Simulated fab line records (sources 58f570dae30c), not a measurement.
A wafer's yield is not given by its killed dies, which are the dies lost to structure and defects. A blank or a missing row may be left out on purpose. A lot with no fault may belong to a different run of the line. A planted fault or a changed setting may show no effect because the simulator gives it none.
A struck lot beside a sound one || flow berkeleyCmos170 || 15 out of 331 route steps
Sound: the wafers L729.3, L729.4, L729.5. The struck wafers were L734.1, L734.3, L734.4. At the end, the cause is stated.
Each step with rows lists, per side, the tool, then ch with its chambers, then its first start. Under that, the readings that differ: sound wafers || struck wafers || difference of the means || sigmas: that difference in standard deviations of wafers without a fault.
alike: same words and numbers on both sides, and readings whose means sit less than 2 such deviations apart. not compared: any withheld reading, any reading some wafer has no value for, any bound like >300 that may hide the same value, and any number with overlapping values for which the record gives no deviation.
Wherever a step has rows on one side only, a row that says differs or no value, or a row with sigmas, the two part there. Numbers that don't overlap but have no deviation are shown without sigmas and don't part them. A reading missing from all wafers of one side parts the sides only when that side holds two or more wafers.

first, 6 steps without rows for these wafers: UCB170_M1_COAT_03; UCB170_M1_COAT_04 (resist thk 900 nm); UCB170_M1_SOFTBAKE_05 (time 60 s); UCB170_M1_EXPOSE_06 (exposes mask METAL1, target cd 700 nm); UCB170_M1_PEB_07; UCB170_M1_DEVELOP_08 (develop time 45 s).
UCB170_M1_CD_MEAS_09: target cd 700 nm.
  sound: cdSem-01 at day 8 10:55; struck: cdSem-01 at day 9 10:50
  alike: cdNm
UCB170_M1_OVL_MEAS_10:
  sound: overlay-01 at day 8 11:00; struck: overlay-01 at day 9 10:57
  alike: M1_OVL
UCB170_M1_ETCH_11: etches BARC in N2/H2.
  sound on rieDiel-02 ch 0,1, day 8 11:01; struck on rieDiel-01 ch 0,1, day 9 10:59
  alike: chamberPressureMTorr, drypumpMotorCurrentA, oesProductAu, throttleValvePct
UCB170_M1_METAL_ETCH_12: etches Al in Cl2/BCl3, stops on PSG, target depth 780 nm, time 130 s.
  sound on rieMetal-01 ch 0,1, day 8 11:07; struck on rieMetal-01 ch 0, day 9 11:02
  alike: chamberPressureMTorr, drypumpMotorCurrentA, oesProductAu, throttleValvePct
  not compared: rfHoursCounterH
UCB170_M1_STRIP_13: strips in O2.
  sound on plasmaAsher-04 ch 0,1, day 8 11:14; struck on plasmaAsher-01 ch 0,1, day 9 11:18
  alike: chamberPressureMTorr, drypumpMotorCurrentA, oesProductAu
  not compared: rfHoursCounterH
UCB170_M1_CD_MEAS_90: target cd 700 nm.
  sound: cdSem-02 at day 8 11:20; struck: cdSem-01 at day 9 11:24
  alike: cdNm
UCB170_M1_ANNEAL_14: time 1200 s.
  sound on furnace-03 ch 0, day 8 11:25; struck on furnace-03 ch 0, day 9 11:31
{"reading": "spikeTcCentreC (C)", "sound": "402.2 402.0 402.9", "struck": "448.2 448.3 447.6", "difference": "+45.7", "sigmas": "+46"}
{"reading": "spikeTcLoadC (C)", "sound": "422.8 421.4 424.4", "struck": "467.5 467.7 468.7", "difference": "+45.1", "sigmas": "+45"}
{"reading": "spikeTcSourceC (C)", "sound": "418.9 417.7 417.6", "struck": "464.7 463.6 463.2", "difference": "+45.8", "sigmas": "+50"}
{"reading": "tubeCenterTempC (C)", "sound": "400 399.97 400.02", "struck": "445.01 445.09 445.05", "difference": "+45.05", "sigmas": "+99 or more"}
{"reading": "tube_center_temp_C_max", "sound": "400.99 401.02 401.13", "struck": "446.04 446.08 445.74", "difference": "+44.91", "sigmas": "+99 or more"}
{"reading": "zonePowerCentrePct (%)", "sound": "18.63 18.29 18.26", "struck": "20.49 20.78 20.80", "difference": "+2.30", "sigmas": "+11"}
{"reading": "zonePowerLoadPct (%)", "sound": "6.50 6.29 6.41", "struck": "7.65 7.67 7.71", "difference": "+1.28", "sigmas": "+21"}
{"reading": "zonePowerSourcePct (%)", "sound": "5.32 5.38 5.42", "struck": "6.39 6.39 6.57", "difference": "+1.08", "sigmas": "+23"}
UCB170_V1_CVD_00: deposits SiO2 from TEOS/O2, target thk 2000 nm, time 241.3 s.
  sound on pecvd-04 ch 0,1,2, day 8 12:45; struck on pecvd-03 ch 0,2, day 9 12:51
  alike: heaterPowerW, pressureMtorr
UCB170_M3_PROBE_99:
  the record has rows for the sound wafers here (prober-01, day 9 00:43) and none for the struck ones

WHERE THEY PART
First at UCB170_M1_ANNEAL_14; last, within this record, at UCB170_M3_PROBE_99.

WHY: what had been put in by the simulator
Drift in process parameters on furnace-03 at UCB170_M1_ANNEAL_14, starting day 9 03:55. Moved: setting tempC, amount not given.
